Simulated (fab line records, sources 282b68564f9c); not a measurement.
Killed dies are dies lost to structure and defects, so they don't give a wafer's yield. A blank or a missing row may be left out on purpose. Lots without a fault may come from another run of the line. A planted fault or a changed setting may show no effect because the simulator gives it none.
fab line records | flow rit_cmos
record lots=6 wafers=18 last_day=7
route steps=202 shown NLDD@111 PLDD@114 M1@202
lots that met no fault: from a run of the same line without faults
start_h: hours from the record's first day to the start of the lot's first wafer shown | wait_h: hours since the lot's step before | " the same as in the row above | L1.1+2: a row that stands for several wafers | - no value, or no start given | * or withheld: withheld | < > ~ a bound
route shown NAME@n: a module of which the file shows steps, and the number in the route of the first | usual: mean/standard deviation of fault-free wafers | same: alike in all rows | chamber/n: place in a boat | sites: the reading at each site | _std_site: their standard deviation | _edge_site: outer sites' mean less inner sites' | radius_mm: how far each site lies from the wafer's centre | mask NAME#n: copy n | behind: the tool/chamber that last shaped the wafer | hold: why the lot was held/for how many hours/how that ended | device: the transistor (n, p or np) that didn't switch | end of line: the same wafers' tests at the end of the route | a step without rows: its recipe alone | killed: dies lost to structure and defects at the first sort, not the wafer's yield | map: a wafer's dies, x killed, . not, _ none there
set.NAME: the setting as run; set.NAME@STEP: as run at that earlier step | model.NAME: the simulator's own value behind a step, which no gauge read
lots at some steps of the route; a table a step, a row a wafer
services: from which hour (start_h, from the record's first day; less than 0 if before it) a tool's chamber was out of use, for how many hours, and why
## steps
# step RIT_NLDD_IMPLANT_08
# recipe species=P energy_kev=20 dose_cm2=5e+14 tilt_deg=7
# step RIT_NLDD_STRIP_09
# recipe chemistry=O2 time_s=180 resist=NOVOLAK platen_temp_c=withheld power_w=500 pressure_mtorr=4000 o2_flow_sccm=4000
# usual chamber_pressure_mTorr=4000/3.4 drypump_motor_current_A=5.4/0.58
# columns lot.wafer tool chamber start_h wait_h chamber_pressure_mTorr drypump_motor_current_A rf_hours_counter_h
L850.1 plasma_asher-02 1 54.10 0.1 4001 5.0 22
L850.2 " 0 " " 3997 6.5 22
L850.3 " 0 " " 4000 6.5 -
L864.3 plasma_asher-02 0 123.00 0.1 4000 6.4 -
L864.4 " 1 " " 4001 5.0 -
L864.6 " 1 " " 4000 4.9 -
L865.1 plasma_asher-04 0 125.49 0.1 3997 4.8 56
L865.2 " 1 " " 3999 5.2 56
L865.4 " 1 " " 3997 5.2 -
L866.1 plasma_asher-02 1 129.48 0.1 3998 5.0 30
L866.3 " 0 " " 4000 6.5 -
L866.4 " 1 " " 3999 5.0 -
L867.1 plasma_asher-04 1 137.79 0.1 4005 5.2 57
L867.2 " 0 " " 4001 4.8 57
L867.5 " 0 " " 3995 4.8 -
L872.1 plasma_asher-04 1 162.00 0.1 4005 5.2 61
L872.3 " 0 " " 4002 4.8 -
L872.4 " 1 " " 4002 5.2 -
# step RIT_NLDD_TW_MEAS_10
# usual NLDD_TW=2479/10
# columns lot.wafer tool chamber start_h wait_h NLDD_TW
L850.1 film_metro-03 - 54.27 0.1 2466
L850.2 " - " " 2462
L850.3 " - " " 2461
L864.3 film_metro-03 - 123.13 0.1 2487
L864.4 " - " " 2476
L864.6 " - " " 2489
L865.1 film_metro-03 - 125.66 0.1 2495
L865.2 " - " " 2466
L865.4 " - " " 2486
L866.1 film_metro-01 - 129.65 0.1 2485
L866.3 " - " " 2476
L866.4 " - " " 2490
L867.1 film_metro-01 - 137.97 0.1 2488
L867.2 " - " " 2483
L867.5 " - " " 2479
L872.1 film_metro-02 - 162.17 0.1 2485
L872.3 " - " " 2474
L872.4 " - " " 2476
# step RIT_PLDD_HMDS_00
# recipe prime_time_s=60 prime_temp_c=140
# step RIT_PLDD_COAT_01
# recipe resist=NOVOLAK spin_rpm=3250 resist_thk_nm=1000
# step RIT_PLDD_SOFTBAKE_02
# recipe resist=NOVOLAK temp_c=90 time_s=60
# step RIT_PLDD_EXPOSE_03
# recipe mask_id=M8 na=0.57 target_cd_nm=40900 dose_mj=250
# step RIT_PLDD_PEB_04
# recipe resist=NOVOLAK temp_c=withheld time_s=withheld
# step RIT_PLDD_DEVELOP_05
# recipe resist=NOVOLAK develop_time_s=50 dev_temp_c=23
# step RIT_PLDD_OVL_MEAS_06
# usual PLDD_OVL=0.6/1.5
# columns lot.wafer tool chamber start_h wait_h PLDD_OVL[nm]
L850.1 overlay-01 - 55.18 - -1.1
L850.2 " - " " 1.7
L850.3 " - " " 2.4
L864.3 overlay-01 - 124.04 - 0.7
L864.4 " - " " 0.5
L864.6 " - " " -0.5
L865.1 overlay-01 - 126.70 - -1.4
L865.2 " - " " -1.2
L865.4 " - " " -2.0
L866.1 overlay-02 - 130.56 - -1.8
L866.3 " - " " -0.3
L866.4 " - " " 0.5
L867.1 overlay-01 - 139.00 - 1.2
L867.2 " - " " 1.3
L867.5 " - " " 2.7
L872.1 overlay-01 - 163.08 - 2.0
L872.3 " - " " 3.5
L872.4 " - " " 2.4
# step RIT_PLDD_HARDBAKE_07
# recipe resist=NOVOLAK temp_c=140 time_s=60
# step RIT_PLDD_IMPLANT_08
# recipe species=BF2 energy_kev=20 dose_cm2=9e+14 tilt_deg=7
# step RIT_PLDD_STRIP_09
# recipe chemistry=O2 time_s=180 resist=NOVOLAK platen_temp_c=withheld power_w=500 pressure_mtorr=4000 o2_flow_sccm=4000
# usual chamber_pressure_mTorr=4000/4.3 drypump_motor_current_A=5.1/0.36
# columns lot.wafer tool chamber start_h wait_h chamber_pressure_mTorr drypump_motor_current_A rf_hours_counter_h model.NOVOLAK_of_PLDD_COAT_01.thk_nm
L850.1 plasma_asher-03 0 55.52 0.1 3999 5.8 46 0
L850.2 " 1 " " 3992 5.4 46 0
L850.3 " 0 " " 3996 5.8 - 0
L864.3 plasma_asher-01 1 124.42 0.1 - - - 888.9
L864.4 " 0 " " - - - 889.2
L864.6 " 1 " " - - - 889.7
L865.1 plasma_asher-04 0 127.03 0.1 - - - 886.4
L865.2 " 1 " " - - - 885.3
L865.4 " 1 " " - - - 884.6
L866.1 plasma_asher-03 0 130.90 0.1 3995 5.8 54 0
L866.3 " 0 " " 4004 5.8 - 0
L866.4 " 1 " " 3998 5.4 - 0
L867.1 plasma_asher-01 0 139.34 0.1 3999 5.3 2 0
L867.2 " 1 " " 4000 4.7 2 0
L867.5 " 1 " " 3994 4.7 - 0
L872.1 plasma_asher-01 1 163.42 0.1 4000 4.7 6 0
L872.3 " 1 " " 4000 4.7 - 0
L872.4 " 0 " " 4005 5.3 - 0
# step RIT_PLDD_TW_MEAS_10
# usual PLDD_TW=2337/10
# columns lot.wafer tool chamber start_h wait_h PLDD_TW
L850.1 film_metro-02 - 55.69 0.1 2321
L850.2 " - " " 2314
L850.3 " - " " 2327
L864.3 film_metro-02 - 124.55 0.1 2344
L864.4 " - " " 2325
L864.6 " - " " 2333
L865.1 film_metro-02 - 127.21 0.1 2345
L865.2 " - " " 2353
L865.4 " - " " 2336
L866.1 film_metro-03 - 131.07 0.1 2339
L866.3 " - " " 2336
L866.4 " - " " 2339
L867.1 film_metro-03 - 139.51 0.1 2345
L867.2 " - " " 2333
L867.5 " - " " 2344
L872.1 film_metro-02 - 163.59 0.1 2333
L872.3 " - " " 2347
L872.4 " - " " 2332
# step RIT_M1_PROBE_99
# usual killed_at_contacts=0.0/0.22 killed_at_front_end=6.6/3 killed_dies=6.6/3 killed_on_rim=1.8/1.4 killed_open=3.4/2 killed_short=3.2/2
# same gross_dies=264 killed_at_M0_to_M3=0 killed_at_M4_up=0 killed_at_back_side=0 killed_at_other=0
# columns lot.wafer tool chamber start_h wait_h killed_at_contacts killed_at_front_end killed_dies killed_on_rim killed_open killed_short
L850.1 prober-02 - 69.22 0.1 0 7 7 3 5 2
L850.2 prober-02 - 69.27 0.1 0 7 7 3 1 6
L850.3 prober-02 - 69.32 0.2 0 8 8 1 3 5
L864.3 prober-01 - 138.54 0.2 0 264 264 70 8 4
L864.4 prober-01 - 138.59 0.2 0 264 264 70 0 2
L864.6 prober-01 - 138.69 0.2 0 264 264 70 5 2
L865.1 prober-02 - 142.02 0.1 0 264 264 70 2 3
L865.2 prober-02 - 142.07 0.1 0 264 264 70 3 1
L865.4 prober-02 - 142.17 0.2 0 264 264 70 5 6
L866.1 prober-01 - 144.57 0.1 0 6 6 0 3 3
L866.3 prober-01 - 144.67 0.2 0 5 5 1 4 1
L866.4 prober-01 - 144.72 0.2 0 6 6 3 5 1
L867.1 prober-02 - 152.83 0.1 0 8 8 2 4 4
L867.2 prober-02 - 152.88 0.1 0 11 11 2 8 3
L867.5 prober-02 - 153.03 0.2 0 6 6 0 3 3
L872.1 prober-01 - 177.28 0.1 0 7 7 1 1 6
L872.3 prober-01 - 177.38 0.2 1 10 11 2 5 6
L872.4 prober-01 - 177.43 0.2 0 6 6 2 3 3
# killed by level:class
L850.1 FOX1:geometric_particle:open=1 FOX2:geometric_particle:open=1 GATE:geometric_particle:short=1 GATE:geometric_particle:open=1 REOX:geometric_particle:open=1 SPACER:geometric_particle:short=1 SILICIDE:geometric_particle:open=1
L850.2 FOX2:geometric_particle:short=3 GATE:geometric_particle:short=3 REOX:geometric_particle:open=1
L850.3 GATE:geometric_particle:short=3 GATE:geometric_particle:open=2 REOX:geometric_particle:open=1 REOX:geometric_particle:short=1 SPACER:geometric_particle:short=1
L864.3 SPACER:area_cvd=252 FOX1:geometric_particle:open=4 GATE:geometric_particle:open=3 FOX1:geometric_particle:short=2 GATE:geometric_particle:short=2 SILICIDE:geometric_particle:open=1
L864.4 SPACER:area_cvd=262 REOX:geometric_particle:short=2
L864.6 SPACER:area_cvd=257 GATE:geometric_particle:open=2 REOX:geometric_particle:open=2 REOX:geometric_particle:short=1 SILICIDE:geometric_particle:short=1 SILICIDE:geometric_particle:open=1
L865.1 SPACER:area_cvd=259 GATE:geometric_particle:short=1 GATE:geometric_particle:open=1 REOX:geometric_particle:short=1 SPACER:geometric_particle:open=1 SILICIDE:geometric_particle:short=1
L865.2 SPACER:area_cvd=260 SPACER:geometric_particle:open=3 GATE:geometric_particle:short=1
L865.4 SPACER:area_cvd=253 FOX2:geometric_particle:short=3 FOX1:geometric_particle:open=1 FOX2:geometric_particle:open=1 GATE:geometric_particle:open=1 GATE:geometric_particle:short=1 REOX:geometric_particle:short=1 REOX:geometric_particle:open=1
L866.1 REOX:geometric_particle:open=2 FOX1:geometric_particle:open=1 FOX2:geometric_particle:short=1 GATE:geometric_particle:short=1 REOX:geometric_particle:short=1
L866.3 REOX:geometric_particle:open=2 FOX1:geometric_particle:open=1 GATE:geometric_particle:open=1 REOX:geometric_particle:short=1
L866.4 FOX1:geometric_particle:open=2 FOX1:geometric_particle:short=1 GATE:geometric_particle:open=1 REOX:geometric_particle:open=1 SPACER:geometric_particle:open=1
L867.1 REOX:geometric_particle:open=3 SPACER:geometric_particle:short=2 GATE:geometric_particle:open=1 GATE:geometric_particle:short=1 REOX:geometric_particle:short=1
L867.2 GATE:geometric_particle:open=3 REOX:geometric_particle:short=3 REOX:geometric_particle:open=3 FOX1:geometric_particle:open=1 SPACER:geometric_particle:open=1
L867.5 GATE:geometric_particle:short=2 FOX2:geometric_particle:open=1 REOX:geometric_particle:open=1 SPACER:geometric_particle:open=1 SPACER:geometric_particle:short=1
L872.1 FOX2:geometric_particle:short=3 FOX1:geometric_particle:short=1 FOX2:geometric_particle:open=1 GATE:geometric_particle:short=1 REOX:geometric_particle:short=1
L872.3 FOX1:geometric_particle:short=3 GATE:geometric_particle:open=2 SILICIDE:geometric_particle:open=2 FOX1:geometric_particle:open=1 SILICIDE:geometric_particle:short=1 GATE:geometric_particle:short=1 CONTACT:geometric_particle:short=1
L872.4 GATE:geometric_particle:open=2 FOX2:geometric_particle:short=1 GATE:geometric_particle:short=1 REOX:geometric_particle:short=1 REOX:geometric_particle:open=1
# map L864.3 (x killed, . not)
________xxxxxxx_______
_____xxxxxxxxxxxxx____
____xxxxxxxxxxxxxxx___
___xxxxxxxxxxxxxxxxx__
__xxxxxxxxxxxxxxxxxxx_
__xxxxxxxxxxxxxxxxxxx_
_xxxxxxxxxxxxxxxxxxxxx
_xxxxxxxxxxxxxxxxxxxxx
_xxxxxxxxxxxxxxxxxxxxx
_xxxxxxxxxxxxxxxxxxxxx
__xxxxxxxxxxxxxxxxxxx_
__xxxxxxxxxxxxxxxxxxx_
___xxxxxxxxxxxxxxxxx__
____xxxxxxxxxxxxxxx___
_____xxxxxxxxxxxxx____
________xxxxxxx_______
# map L865.1 (x killed, . not)
________xxxxxxx_______
_____xxxxxxxxxxxxx____
____xxxxxxxxxxxxxxx___
___xxxxxxxxxxxxxxxxx__
__xxxxxxxxxxxxxxxxxxx_
__xxxxxxxxxxxxxxxxxxx_
_xxxxxxxxxxxxxxxxxxxxx
_xxxxxxxxxxxxxxxxxxxxx
_xxxxxxxxxxxxxxxxxxxxx
_xxxxxxxxxxxxxxxxxxxxx
__xxxxxxxxxxxxxxxxxxx_
__xxxxxxxxxxxxxxxxxxx_
___xxxxxxxxxxxxxxxxx__
____xxxxxxxxxxxxxxx___
_____xxxxxxxxxxxxx____
________xxxxxxx_______
## services
# columns tool chamber start_h hours kind
plasma_asher-01 - 38.42 0.3 repair
plasma_asher-01 - 108.75 9.0 pm
plasma_asher-01 0 108.75 9.0 vent_cycle
plasma_asher-01 1 108.75 9.0 vent_cycle
plasma_asher-01 0 117.75 - clean
plasma_asher-01 1 117.75 - clean
plasma_asher-03 - 141.43 21.2 repair
plasma_asher-02 - 157.25 4.0 repair
## key
first_sign step=RIT_PLDD_STRIP_09 reading=tool_record direction=missing
effect step=RIT_M1_PROBE_99 reading=killed_at_front_end direction=up sigmas=87 usual=6.6 struck=264
model_effect step=RIT_PLDD_STRIP_09 value=NOVOLAK_of_PLDD_COAT_01.thk_nm without=0 struck=887.3
more_kills_born_at RIT_SPACER_CVD_03@lpcvd-02=772 RIT_SPACER_CVD_03@lpcvd-01=771
met_at RIT_PLDD_STRIP_09
struck_wafers L864.3,L864.4,L864.6,L865.1,L865.2,L865.4
later_rows_left_out L864.3,L864.4,L864.6,L865.1,L865.2,L865.4
tester_left_out L864,L865
fault kind=skipped_step_whole tool=plasma_asher-01,plasma_asher-04 chamber=- onset_h=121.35 steps=RIT_PLDD_STRIP_09 scope=struck_lots_only
# tester_left_out: of these lots the tester's yield and bins aren't shown, on N5 and GAA mostly nor the transistor test; their killed dies are dies lost to structure and defects alone, not to doping, threshold or leakage, so they don't give the yield
# later_rows_left_out: the simulator's readings of these wafers behind a module that went badly wrong aren't trusted and aren't shown, but for the sort
